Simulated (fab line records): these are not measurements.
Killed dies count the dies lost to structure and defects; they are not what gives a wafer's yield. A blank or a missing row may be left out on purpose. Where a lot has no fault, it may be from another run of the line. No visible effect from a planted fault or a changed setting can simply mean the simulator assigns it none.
fab line records :: flow berkeley-cmos170
[record]
  lots = 14
  wafers = 42
  last-day = 12
route steps=331 shown PWELL@48
lots with no fault: from the same line, run without faults
start-h: hours from the record's first day to the start of the lot's first wafer shown :: wait-h: how many hours have passed since the lot's step before this one :: " the same as in the row above :: L1.1+2: a single row standing in for several wafers :: - value missing, or start not given :: * or withheld: withheld :: < > ~ a bound
route shown NAME@n: NAME is a module with steps in the file, n the number in the route of the first one :: usual: mean/standard deviation taken from wafers without a fault :: same: alike in all rows :: chamber/n: place in a boat :: sites: readings site by site :: _std_site: how widely they spread, as a standard deviation :: _edge_site: outer sites' mean less inner sites' :: radius-mm: how far each site lies from the wafer's centre :: mask NAME#n: copy n :: behind: the last tool/chamber to shape the wafer :: hold: the reason the lot was held/the length of the hold in hours/how it ended :: device: which transistor (n, p or np) failed to switch :: end of line: at the end of the route, the tests of the same wafers :: for a step that has no rows: nothing shown but its recipe :: killed: not the wafer's yield, but the dies lost to structure and defects at the first sort :: map: a wafer's dies, x killed, . not, _ none there
set.NAME: the setting that was run; set.NAME@STEP: the one run at that earlier step :: model.NAME: the simulator's own value behind a step, which no gauge read
one table for each step of the route and one row for each wafer, over a sample of lots
services: a tool's chamber out of use, with start hour (start-h, from the record's first day; less than 0 if before it), hours out, and reason
[[steps]]
[step UCB170_PWELL_ETCH_14]
[recipe]
  chemistry = CH3F/Ar/O2
  target = Si3N4
  stop-on = SiO2
  CH3F_flow_sccm = 20
  Ar_flow_sccm = 50
  O2_flow_sccm = 7
  pressure-mtorr = 50
  rf-w = 450
  target-depth-a = 2420
  over-etch-frac = 0.1
  time-s = 151
[usual]
  CH3F_flow_sccm = 20.00/0.063
  drypump-motor-current-A = 5.5/0.45
  oes-product-au = 0.931/0.013
  run-length-s = 179.2/0.44
  throttle-valve-pct = 8.04/0.12
lot.wafer: L632.2
tool: rie-diel-01
chamber: 1
start-h: 49.65
wait-h: 0.0
CH3F_flow_sccm: 20.09
drypump-motor-current-A: 5.3
oes-product-au: 0.943
rf-hours-counter-h: 12
run-length-s: 179.5
throttle-valve-pct: 7.81

lot.wafer: L632.3
tool: rie-diel-01
chamber: 2
start-h: 49.65
wait-h: 0.0
CH3F_flow_sccm: 20.06
drypump-motor-current-A: 5.7
oes-product-au: 0.951
rf-hours-counter-h: 7
run-length-s: 179.4
throttle-valve-pct: 8.15

lot.wafer: L632.6
tool: rie-diel-01
chamber: 1
start-h: 49.65
wait-h: 0.0
CH3F_flow_sccm: 19.97
drypump-motor-current-A: 5.3
oes-product-au: 0.939
rf-hours-counter-h: -
run-length-s: 179.9
throttle-valve-pct: 7.80

lot.wafer: L633.1
tool: rie-diel-04
chamber: 0
start-h: 57.15
wait-h: 0.0
CH3F_flow_sccm: 19.94
drypump-motor-current-A: 5.2
oes-product-au: 0.908
rf-hours-counter-h: 9
run-length-s: 178.8
throttle-valve-pct: 8.20

lot.wafer: L633.4
tool: rie-diel-04
chamber: 1
start-h: 57.15
wait-h: 0.0
CH3F_flow_sccm: 19.88
drypump-motor-current-A: 5.3
oes-product-au: 0.914
rf-hours-counter-h: 115
run-length-s: 179.3
throttle-valve-pct: 8.12

lot.wafer: L633.5
tool: rie-diel-04
chamber: 2
start-h: 57.15
wait-h: 0.0
CH3F_flow_sccm: 20.03
drypump-motor-current-A: 6.6
oes-product-au: 0.941
rf-hours-counter-h: -
run-length-s: 178.4
throttle-valve-pct: 8.17

lot.wafer: L635.1
tool: rie-diel-04
chamber: 2
start-h: 66.28
wait-h: 0.0
CH3F_flow_sccm: 19.96
drypump-motor-current-A: 6.6
oes-product-au: 0.926
rf-hours-counter-h: 133
run-length-s: 178.5
throttle-valve-pct: 8.18

lot.wafer: L635.2
tool: rie-diel-04
chamber: 0
start-h: 66.28
wait-h: 0.0
CH3F_flow_sccm: 19.84
drypump-motor-current-A: 5.2
oes-product-au: 0.916
rf-hours-counter-h: 9
run-length-s: 179.2
throttle-valve-pct: 8.20

lot.wafer: L635.5
tool: rie-diel-04
chamber: 1
start-h: 66.28
wait-h: 0.0
CH3F_flow_sccm: 19.96
drypump-motor-current-A: 5.3
oes-product-au: 0.912
rf-hours-counter-h: -
run-length-s: 179.9
throttle-valve-pct: 8.16

lot.wafer: L637.2
tool: rie-diel-02
chamber: 1
start-h: 75.94
wait-h: 0.0
CH3F_flow_sccm: 19.96
drypump-motor-current-A: 5.4
oes-product-au: 0.929
rf-hours-counter-h: 112
run-length-s: 178.9
throttle-valve-pct: 8.04

lot.wafer: L637.3
tool: rie-diel-02
chamber: 0
start-h: 75.94
wait-h: 0.0
CH3F_flow_sccm: 20.02
drypump-motor-current-A: 5.0
oes-product-au: 0.931
rf-hours-counter-h: 80
run-length-s: 179.0
throttle-valve-pct: 7.92

lot.wafer: L637.5
tool: rie-diel-02
chamber: 1
start-h: 75.94
wait-h: 0.0
CH3F_flow_sccm: 19.90
drypump-motor-current-A: 5.4
oes-product-au: 0.936
rf-hours-counter-h: -
run-length-s: 179.4
throttle-valve-pct: 8.01

lot.wafer: L636.3
tool: rie-diel-01
chamber: 3
start-h: 76.58
wait-h: 0.0
CH3F_flow_sccm: 19.99
drypump-motor-current-A: 5.3
oes-product-au: 0.926
rf-hours-counter-h: 106
run-length-s: 179.4
throttle-valve-pct: 8.01

lot.wafer: L636.4
tool: rie-diel-01
chamber: 2
start-h: 76.58
wait-h: 0.0
CH3F_flow_sccm: 19.96
drypump-motor-current-A: 5.7
oes-product-au: 0.958
rf-hours-counter-h: 9
run-length-s: 179.4
throttle-valve-pct: 8.16

lot.wafer: L636.5
tool: rie-diel-01
chamber: 1
start-h: 76.58
wait-h: 0.0
CH3F_flow_sccm: 20.01
drypump-motor-current-A: 5.3
oes-product-au: 0.938
rf-hours-counter-h: -
run-length-s: 179.6
throttle-valve-pct: 7.81

lot.wafer: L639.3
tool: rie-diel-02
chamber: 2
start-h: 87.02
wait-h: 0.0
CH3F_flow_sccm: 19.89
drypump-motor-current-A: 5.9
oes-product-au: 0.926
rf-hours-counter-h: 121
run-length-s: 179.2
throttle-valve-pct: 8.08

lot.wafer: L639.4
tool: rie-diel-02
chamber: 3
start-h: 87.02
wait-h: 0.0
CH3F_flow_sccm: 19.95
drypump-motor-current-A: 5.5
oes-product-au: 0.917
rf-hours-counter-h: 136
run-length-s: 180.3
throttle-valve-pct: 7.97

lot.wafer: L639.6
tool: rie-diel-02
chamber: 0
start-h: 87.02
wait-h: 0.0
CH3F_flow_sccm: 19.91
drypump-motor-current-A: 5.0
oes-product-au: 0.931
rf-hours-counter-h: -
run-length-s: 179.1
throttle-valve-pct: 7.88

lot.wafer: L641.3
tool: rie-diel-04
chamber: 0
start-h: 102.12
wait-h: 0.0
CH3F_flow_sccm: 20.02
drypump-motor-current-A: 5.2
oes-product-au: 0.907
rf-hours-counter-h: 11
run-length-s: 178.8
throttle-valve-pct: 8.21

lot.wafer: L641.4
tool: rie-diel-04
chamber: 2
start-h: 102.12
wait-h: 0.0
CH3F_flow_sccm: 20.03
drypump-motor-current-A: 6.6
oes-product-au: 0.926
rf-hours-counter-h: 134
run-length-s: 178.5
throttle-valve-pct: 8.19

lot.wafer: L641.5
tool: rie-diel-04
chamber: 2
start-h: 102.12
wait-h: 0.0
CH3F_flow_sccm: 19.99
drypump-motor-current-A: 6.6
oes-product-au: 0.937
rf-hours-counter-h: -
run-length-s: 178.4
throttle-valve-pct: 8.18

lot.wafer: L644.3
tool: rie-diel-02
chamber: 1
start-h: 111.43
wait-h: 0.0
CH3F_flow_sccm: 19.99
drypump-motor-current-A: 5.4
oes-product-au: 0.863
rf-hours-counter-h: 114
run-length-s: 199.4
throttle-valve-pct: 8.03

lot.wafer: L644.4
tool: rie-diel-02
chamber: 0
start-h: 111.43
wait-h: 0.0
CH3F_flow_sccm: 19.99
drypump-motor-current-A: 5.0
oes-product-au: 0.862
rf-hours-counter-h: 82
run-length-s: 199.1
throttle-valve-pct: 7.90

lot.wafer: L644.5
tool: rie-diel-02
chamber: 3
start-h: 111.43
wait-h: 0.0
CH3F_flow_sccm: 19.95
drypump-motor-current-A: 5.5
oes-product-au: 0.852
rf-hours-counter-h: -
run-length-s: 200.6
throttle-valve-pct: 7.96

lot.wafer: L646.2
tool: rie-diel-02
chamber: 2
start-h: 126.58
wait-h: 0.0
CH3F_flow_sccm: 20.02
drypump-motor-current-A: 6.0
oes-product-au: 0.861
rf-hours-counter-h: 123
run-length-s: 199.7
throttle-valve-pct: 8.08

lot.wafer: L646.3
tool: rie-diel-02
chamber: 0
start-h: 126.58
wait-h: 0.0
CH3F_flow_sccm: 20.02
drypump-motor-current-A: 5.0
oes-product-au: 0.880
rf-hours-counter-h: 82
run-length-s: 199.4
throttle-valve-pct: 7.89

lot.wafer: L646.6
tool: rie-diel-02
chamber: 0
start-h: 126.58
wait-h: 0.0
CH3F_flow_sccm: 20.02
drypump-motor-current-A: 5.0
oes-product-au: 0.867
rf-hours-counter-h: -
run-length-s: 199.3
throttle-valve-pct: 7.89

lot.wafer: L647.1
tool: rie-diel-04
chamber: 1
start-h: 126.70
wait-h: 0.0
CH3F_flow_sccm: 19.97
drypump-motor-current-A: 5.3
oes-product-au: 0.919
rf-hours-counter-h: 118
run-length-s: 179.6
throttle-valve-pct: 8.16

lot.wafer: L647.2
tool: rie-diel-04
chamber: 3
start-h: 126.70
wait-h: 0.0
CH3F_flow_sccm: 19.97
drypump-motor-current-A: 5.2
oes-product-au: 0.935
rf-hours-counter-h: 155
run-length-s: 179.1
throttle-valve-pct: 8.07

lot.wafer: L647.3
tool: rie-diel-04
chamber: 2
start-h: 126.70
wait-h: 0.0
CH3F_flow_sccm: 20.00
drypump-motor-current-A: 6.6
oes-product-au: 0.927
rf-hours-counter-h: 136
run-length-s: 178.7
throttle-valve-pct: 8.19

lot.wafer: L648.1
tool: rie-diel-04
chamber: 2
start-h: 130.15
wait-h: 0.0
CH3F_flow_sccm: 19.86
drypump-motor-current-A: 6.6
oes-product-au: 0.943
rf-hours-counter-h: 136
run-length-s: 178.6
throttle-valve-pct: 8.19

lot.wafer: L648.2
tool: rie-diel-04
chamber: 0
start-h: 130.15
wait-h: 0.0
CH3F_flow_sccm: 20.07
drypump-motor-current-A: 5.2
oes-product-au: 0.921
rf-hours-counter-h: 13
run-length-s: 178.8
throttle-valve-pct: 8.19

lot.wafer: L648.4
tool: rie-diel-04
chamber: 1
start-h: 130.15
wait-h: 0.0
CH3F_flow_sccm: 20.02
drypump-motor-current-A: 5.3
oes-product-au: 0.918
rf-hours-counter-h: 119
run-length-s: 179.4
throttle-valve-pct: 8.13

lot.wafer: L651.1
tool: rie-diel-01
chamber: 1
start-h: 150.06
wait-h: 0.0
CH3F_flow_sccm: 19.90
drypump-motor-current-A: 5.3
oes-product-au: 0.948
rf-hours-counter-h: 17
run-length-s: 179.5
throttle-valve-pct: 7.79

lot.wafer: L651.2
tool: rie-diel-01
chamber: 3
start-h: 150.06
wait-h: 0.0
CH3F_flow_sccm: 20.03
drypump-motor-current-A: 5.3
oes-product-au: 0.908
rf-hours-counter-h: 109
run-length-s: 179.3
throttle-valve-pct: 8.00

lot.wafer: L651.6
tool: rie-diel-01
chamber: 3
start-h: 150.06
wait-h: 0.0
CH3F_flow_sccm: 20.03
drypump-motor-current-A: 5.3
oes-product-au: 0.912
rf-hours-counter-h: -
run-length-s: 179.4
throttle-valve-pct: 8.00

lot.wafer: L653.1
tool: rie-diel-04
chamber: 2
start-h: 161.28
wait-h: 0.0
CH3F_flow_sccm: 19.90
drypump-motor-current-A: 6.6
oes-product-au: 0.950
rf-hours-counter-h: 137
run-length-s: 178.7
throttle-valve-pct: 8.19

lot.wafer: L653.3
tool: rie-diel-04
chamber: 1
start-h: 161.28
wait-h: 0.0
CH3F_flow_sccm: 20.04
drypump-motor-current-A: 5.3
oes-product-au: 0.919
rf-hours-counter-h: 120
run-length-s: 179.7
throttle-valve-pct: 8.15

lot.wafer: L653.5
tool: rie-diel-04
chamber: 2
start-h: 161.28
wait-h: 0.0
CH3F_flow_sccm: 20.02
drypump-motor-current-A: 6.6
oes-product-au: 0.943
rf-hours-counter-h: -
run-length-s: 178.8
throttle-valve-pct: 8.19

lot.wafer: L654.2
tool: rie-diel-01
chamber: 0
start-h: 161.52
wait-h: 0.0
CH3F_flow_sccm: 19.85
drypump-motor-current-A: 5.9
oes-product-au: 0.938
rf-hours-counter-h: 5
run-length-s: 179.5
throttle-valve-pct: 7.82

lot.wafer: L654.3
tool: rie-diel-01
chamber: 3
start-h: 161.52
wait-h: 0.0
CH3F_flow_sccm: 20.08
drypump-motor-current-A: 5.3
oes-product-au: 0.913
rf-hours-counter-h: 110
run-length-s: 179.9
throttle-valve-pct: 7.99

lot.wafer: L654.4
tool: rie-diel-01
chamber: 2
start-h: 161.52
wait-h: 0.0
CH3F_flow_sccm: 20.08
drypump-motor-current-A: 5.7
oes-product-au: 0.946
rf-hours-counter-h: 13
run-length-s: 179.0
throttle-valve-pct: 8.14
[step UCB170_PWELL_STRIP_16]
[recipe]
  chemistry = O2
  power-w = 400
  pressure-mtorr = 3500
  platen-temp-c = withheld
  o2-flow-sccm = 400
  overash-fraction = 0.5
[usual]
  drypump-motor-current-A = 5.6/0.43
  o2-flow-sccm = 399.9/1.1
  oes-product-au = 0.721/0.0044
  strip-time-to-endpoint-s = 18.12/0.075
[same]
  overash-fraction = 0.5
lot.wafer: L632.2
tool: plasma-asher-01
chamber: 1
start-h: 49.90
wait-h: 0.1
drypump-motor-current-A: 6.3
o2-flow-sccm: 401.3
oes-product-au: 0.718
rf-hours-counter-h: 33
strip-time-to-endpoint-s: 18.14

lot.wafer: L632.3
tool: plasma-asher-01
chamber: 0
start-h: 49.90
wait-h: 0.1
drypump-motor-current-A: 5.1
o2-flow-sccm: 399.2
oes-product-au: 0.720
rf-hours-counter-h: -
strip-time-to-endpoint-s: 18.10

lot.wafer: L632.6
tool: plasma-asher-01
chamber: 1
start-h: 49.90
wait-h: 0.1
drypump-motor-current-A: 6.3
o2-flow-sccm: 399.8
oes-product-au: 0.729
rf-hours-counter-h: -
strip-time-to-endpoint-s: 18.20

lot.wafer: L633.1
tool: plasma-asher-01
chamber: 0
start-h: 57.40
wait-h: 0.1
drypump-motor-current-A: 5.1
o2-flow-sccm: 401.0
oes-product-au: 0.718
rf-hours-counter-h: 34
strip-time-to-endpoint-s: 18.14

lot.wafer: L633.4
tool: plasma-asher-01
chamber: 1
start-h: 57.40
wait-h: 0.1
drypump-motor-current-A: 6.2
o2-flow-sccm: 400.1
oes-product-au: 0.718
rf-hours-counter-h: -
strip-time-to-endpoint-s: 18.16

lot.wafer: L633.5
tool: plasma-asher-01
chamber: 1
start-h: 57.40
wait-h: 0.1
drypump-motor-current-A: 6.2
o2-flow-sccm: 400.5
oes-product-au: 0.719
rf-hours-counter-h: -
strip-time-to-endpoint-s: 18.18

lot.wafer: L635.1
tool: plasma-asher-01
chamber: 0
start-h: 66.53
wait-h: 0.1
drypump-motor-current-A: 5.1
o2-flow-sccm: 399.1
oes-product-au: 0.724
rf-hours-counter-h: 35
strip-time-to-endpoint-s: 18.24

lot.wafer: L635.2
tool: plasma-asher-01
chamber: 1
start-h: 66.53
wait-h: 0.1
drypump-motor-current-A: 6.3
o2-flow-sccm: 399.2
oes-product-au: 0.722
rf-hours-counter-h: 35
strip-time-to-endpoint-s: 18.25

lot.wafer: L635.5
tool: plasma-asher-01
chamber: 1
start-h: 66.53
wait-h: 0.1
drypump-motor-current-A: 6.2
o2-flow-sccm: 402.3
oes-product-au: 0.722
rf-hours-counter-h: -
strip-time-to-endpoint-s: 18.22

lot.wafer: L637.2
tool: plasma-asher-04
chamber: 0
start-h: 76.20
wait-h: 0.1
drypump-motor-current-A: 5.4
o2-flow-sccm: 399.9
oes-product-au: 0.718
rf-hours-counter-h: 28
strip-time-to-endpoint-s: 18.11

lot.wafer: L637.3
tool: plasma-asher-04
chamber: 1
start-h: 76.20
wait-h: 0.1
drypump-motor-current-A: 5.2
o2-flow-sccm: 402.1
oes-product-au: 0.722
rf-hours-counter-h: -
strip-time-to-endpoint-s: 18.16

lot.wafer: L637.5
tool: plasma-asher-04
chamber: 1
start-h: 76.20
wait-h: 0.1
drypump-motor-current-A: 5.2
o2-flow-sccm: 401.5
oes-product-au: 0.726
rf-hours-counter-h: -
strip-time-to-endpoint-s: 18.10

lot.wafer: L636.3
tool: plasma-asher-04
chamber: 0
start-h: 76.86
wait-h: 0.1
drypump-motor-current-A: 5.4
o2-flow-sccm: 402.7
oes-product-au: 0.715
rf-hours-counter-h: -
strip-time-to-endpoint-s: 18.09

lot.wafer: L636.4
tool: plasma-asher-04
chamber: 1
start-h: 76.86
wait-h: 0.1
drypump-motor-current-A: 5.2
o2-flow-sccm: 400.9
oes-product-au: 0.716
rf-hours-counter-h: -
strip-time-to-endpoint-s: 17.95

lot.wafer: L636.5
tool: plasma-asher-04
chamber: 0
start-h: 76.86
wait-h: 0.1
drypump-motor-current-A: 5.4
o2-flow-sccm: 400.4
oes-product-au: 0.724
rf-hours-counter-h: -
strip-time-to-endpoint-s: 18.08

lot.wafer: L639.3
tool: plasma-asher-01
chamber: 0
start-h: 87.30
wait-h: 0.1
drypump-motor-current-A: 5.1
o2-flow-sccm: 400.0
oes-product-au: 0.718
rf-hours-counter-h: -
strip-time-to-endpoint-s: 18.03

lot.wafer: L639.4
tool: plasma-asher-01
chamber: 1
start-h: 87.30
wait-h: 0.1
drypump-motor-current-A: 6.3
o2-flow-sccm: 401.3
oes-product-au: 0.725
rf-hours-counter-h: -
strip-time-to-endpoint-s: 18.09

lot.wafer: L639.6
tool: plasma-asher-01
chamber: 1
start-h: 87.30
wait-h: 0.1
drypump-motor-current-A: 6.2
o2-flow-sccm: 399.9
oes-product-au: 0.724
rf-hours-counter-h: -
strip-time-to-endpoint-s: 18.10

lot.wafer: L641.3
tool: plasma-asher-04
chamber: 0
start-h: 102.40
wait-h: 0.1
drypump-motor-current-A: 5.4
o2-flow-sccm: 397.2
oes-product-au: 0.721
rf-hours-counter-h: -
strip-time-to-endpoint-s: 18.17

lot.wafer: L641.4
tool: plasma-asher-04
chamber: 1
start-h: 102.40
wait-h: 0.1
drypump-motor-current-A: 5.2
o2-flow-sccm: 400.8
oes-product-au: 0.729
rf-hours-counter-h: -
strip-time-to-endpoint-s: 18.13

lot.wafer: L641.5
tool: plasma-asher-04
chamber: 1
start-h: 102.40
wait-h: 0.1
drypump-motor-current-A: 5.2
o2-flow-sccm: 401.4
oes-product-au: 0.723
rf-hours-counter-h: -
strip-time-to-endpoint-s: 18.23

lot.wafer: L644.3
tool: plasma-asher-03
chamber: 0
start-h: 111.71
wait-h: 0.1
drypump-motor-current-A: 5.7
o2-flow-sccm: 399.4
oes-product-au: 0.722
rf-hours-counter-h: -
strip-time-to-endpoint-s: 17.52

lot.wafer: L644.4
tool: plasma-asher-03
chamber: 1
start-h: 111.71
wait-h: 0.1
drypump-motor-current-A: 6.0
o2-flow-sccm: 398.9
oes-product-au: 0.723
rf-hours-counter-h: -
strip-time-to-endpoint-s: 17.55

lot.wafer: L644.5
tool: plasma-asher-03
chamber: 1
start-h: 111.71
wait-h: 0.1
drypump-motor-current-A: 5.9
o2-flow-sccm: 401.0
oes-product-au: 0.722
rf-hours-counter-h: -
strip-time-to-endpoint-s: 17.58

lot.wafer: L646.2
tool: plasma-asher-04
chamber: 0
start-h: 126.83
wait-h: 0.1
drypump-motor-current-A: 5.5
o2-flow-sccm: 401.9
oes-product-au: 0.715
rf-hours-counter-h: 34
strip-time-to-endpoint-s: 17.67

lot.wafer: L646.3
tool: plasma-asher-04
chamber: 1
start-h: 126.83
wait-h: 0.1
drypump-motor-current-A: 5.2
o2-flow-sccm: 399.4
oes-product-au: 0.726
rf-hours-counter-h: -
strip-time-to-endpoint-s: 17.67

lot.wafer: L646.6
tool: plasma-asher-04
chamber: 1
start-h: 126.83
wait-h: 0.1
drypump-motor-current-A: 5.2
o2-flow-sccm: 399.1
oes-product-au: 0.722
rf-hours-counter-h: -
strip-time-to-endpoint-s: 17.70

lot.wafer: L647.1
tool: plasma-asher-01
chamber: 0
start-h: 126.95
wait-h: 0.1
drypump-motor-current-A: 5.1
o2-flow-sccm: 399.6
oes-product-au: 0.731
rf-hours-counter-h: 1
strip-time-to-endpoint-s: 18.12

lot.wafer: L647.2
tool: plasma-asher-01
chamber: 1
start-h: 126.95
wait-h: 0.1
drypump-motor-current-A: 6.2
o2-flow-sccm: 399.8
oes-product-au: 0.713
rf-hours-counter-h: 1
strip-time-to-endpoint-s: 18.14

lot.wafer: L647.3
tool: plasma-asher-01
chamber: 0
start-h: 126.95
wait-h: 0.1
drypump-motor-current-A: 5.1
o2-flow-sccm: 400.1
oes-product-au: 0.711
rf-hours-counter-h: -
strip-time-to-endpoint-s: 18.17

lot.wafer: L648.1
tool: plasma-asher-04
chamber: 0
start-h: 130.40
wait-h: 0.1
drypump-motor-current-A: 5.5
o2-flow-sccm: 400.3
oes-product-au: 0.721
rf-hours-counter-h: 35
strip-time-to-endpoint-s: 18.17

lot.wafer: L648.2
tool: plasma-asher-04
chamber: 1
start-h: 130.40
wait-h: 0.1
drypump-motor-current-A: 5.2
o2-flow-sccm: 399.7
oes-product-au: 0.725
rf-hours-counter-h: 35
strip-time-to-endpoint-s: 18.20

lot.wafer: L648.4
tool: plasma-asher-04
chamber: 0
start-h: 130.40
wait-h: 0.1
drypump-motor-current-A: 5.4
o2-flow-sccm: 399.0
oes-product-au: 0.719
rf-hours-counter-h: -
strip-time-to-endpoint-s: 18.12

lot.wafer: L651.1
tool: plasma-asher-01
chamber: 0
start-h: 150.31
wait-h: 0.1
drypump-motor-current-A: 5.1
o2-flow-sccm: 398.0
oes-product-au: 0.723
rf-hours-counter-h: 3
strip-time-to-endpoint-s: 18.11

lot.wafer: L651.2
tool: plasma-asher-01
chamber: 1
start-h: 150.31
wait-h: 0.1
drypump-motor-current-A: 6.2
o2-flow-sccm: 400.8
oes-product-au: 0.714
rf-hours-counter-h: 3
strip-time-to-endpoint-s: 18.03

lot.wafer: L651.6
tool: plasma-asher-01
chamber: 0
start-h: 150.31
wait-h: 0.1
drypump-motor-current-A: 5.1
o2-flow-sccm: 399.3
oes-product-au: 0.723
rf-hours-counter-h: -
strip-time-to-endpoint-s: 17.99

lot.wafer: L653.1
tool: plasma-asher-03
chamber: 1
start-h: 161.53
wait-h: 0.1
drypump-motor-current-A: 5.9
o2-flow-sccm: 397.7
oes-product-au: 0.723
rf-hours-counter-h: 42
strip-time-to-endpoint-s: 18.17

lot.wafer: L653.3
tool: plasma-asher-03
chamber: 1
start-h: 161.53
wait-h: 0.1
drypump-motor-current-A: 5.9
o2-flow-sccm: 398.4
oes-product-au: 0.714
rf-hours-counter-h: -
strip-time-to-endpoint-s: 18.19

lot.wafer: L653.5
tool: plasma-asher-03
chamber: 1
start-h: 161.53
wait-h: 0.1
drypump-motor-current-A: 5.9
o2-flow-sccm: 398.6
oes-product-au: 0.717
rf-hours-counter-h: -
strip-time-to-endpoint-s: 18.19

lot.wafer: L654.2
tool: plasma-asher-04
chamber: 1
start-h: 161.77
wait-h: 0.1
drypump-motor-current-A: 5.2
o2-flow-sccm: 400.5
oes-product-au: 0.724
rf-hours-counter-h: 38
strip-time-to-endpoint-s: 18.22

lot.wafer: L654.3
tool: plasma-asher-04
chamber: 0
start-h: 161.77
wait-h: 0.1
drypump-motor-current-A: 5.4
o2-flow-sccm: 399.0
oes-product-au: 0.724
rf-hours-counter-h: -
strip-time-to-endpoint-s: 18.07

lot.wafer: L654.4
tool: plasma-asher-04
chamber: 1
start-h: 161.77
wait-h: 0.1
drypump-motor-current-A: 5.2
o2-flow-sccm: 398.0
oes-product-au: 0.723
rf-hours-counter-h: -
strip-time-to-endpoint-s: 18.21
[[services]]
tool: plasma-asher-03
chamber: -
start-h: 29.00
hours: 15.6
kind: pm

tool: rie-diel-01
chamber: 2
start-h: 32.36
hours: 7.6
kind: repair

tool: rie-diel-01
chamber: 0
start-h: 39.95
hours: -
kind: clean

tool: rie-diel-01
chamber: 0
start-h: 39.95
hours: 13.0
kind: scheduled-down

tool: rie-diel-01
chamber: 0
start-h: 39.95
hours: 13.0
kind: vent-cycle

tool: rie-diel-02
chamber: 3
start-h: 56.35
hours: 21.0
kind: repair

tool: rie-diel-04
chamber: 3
start-h: 79.28
hours: 3.6
kind: repair

tool: plasma-asher-01
chamber: -
start-h: 108.75
hours: 9.0
kind: pm

tool: plasma-asher-01
chamber: 0
start-h: 108.75
hours: 9.0
kind: vent-cycle

tool: plasma-asher-01
chamber: 1
start-h: 108.75
hours: 9.0
kind: vent-cycle

tool: rie-diel-04
chamber: 1
start-h: 109.61
hours: 7.7
kind: repair

tool: plasma-asher-01
chamber: 0
start-h: 117.75
hours: -
kind: clean

tool: plasma-asher-01
chamber: 1
start-h: 117.75
hours: -
kind: clean

tool: rie-diel-04
chamber: 2
start-h: 119.52
hours: 2.9
kind: repair

tool: plasma-asher-01
chamber: -
start-h: 129.42
hours: 0.8
kind: repair

tool: plasma-asher-04
chamber: -
start-h: 137.57
hours: 0.8
kind: repair

tool: rie-diel-02
chamber: 2
start-h: 142.52
hours: 12.7
kind: repair

tool: rie-diel-04
chamber: 3
start-h: 143.31
hours: -
kind: clean

tool: rie-diel-04
chamber: 3
start-h: 143.31
hours: 18.6
kind: scheduled-down

tool: rie-diel-04
chamber: 3
start-h: 143.31
hours: 18.6
kind: vent-cycle
[[key]]
[first-sign]
  step = UCB170_PWELL_ETCH_14
  reading = run-length-s
  direction = up
  sigmas = 46
  usual = *
  struck = *
[effect]
  step = UCB170_PWELL_ETCH_14
  reading = oes-product-au
  direction = down
  sigmas = 5
  usual = 0.931
  struck = 0.864
[effect]
  step = UCB170_PWELL_STRIP_16
  reading = strip-time-to-endpoint-s
  direction = down
  sigmas = 6.8
  usual = *
  struck = *
met-at UCB170_PWELL_ETCH_14
struck-lots L644,L646
tester-left-out L644,L646
onset-between 87.02 111.43
[fault]
  kind = process-parameter-drift
  tool = rie-diel-02
  chamber = -
  onset-h = 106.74
  steps = UCB170_PWELL_ETCH_14
  channel = time-s
  offset = *
  shape = step
  end-h = 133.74
  acts-in = *
  stated = *
// tester-left-out: of these lots the tester's yield and bins aren't shown, on N5 and GAA mostly nor the transistor test; their killed dies are dies lost to structure and defects alone, not to doping, threshold or leakage, so they don't give the yield
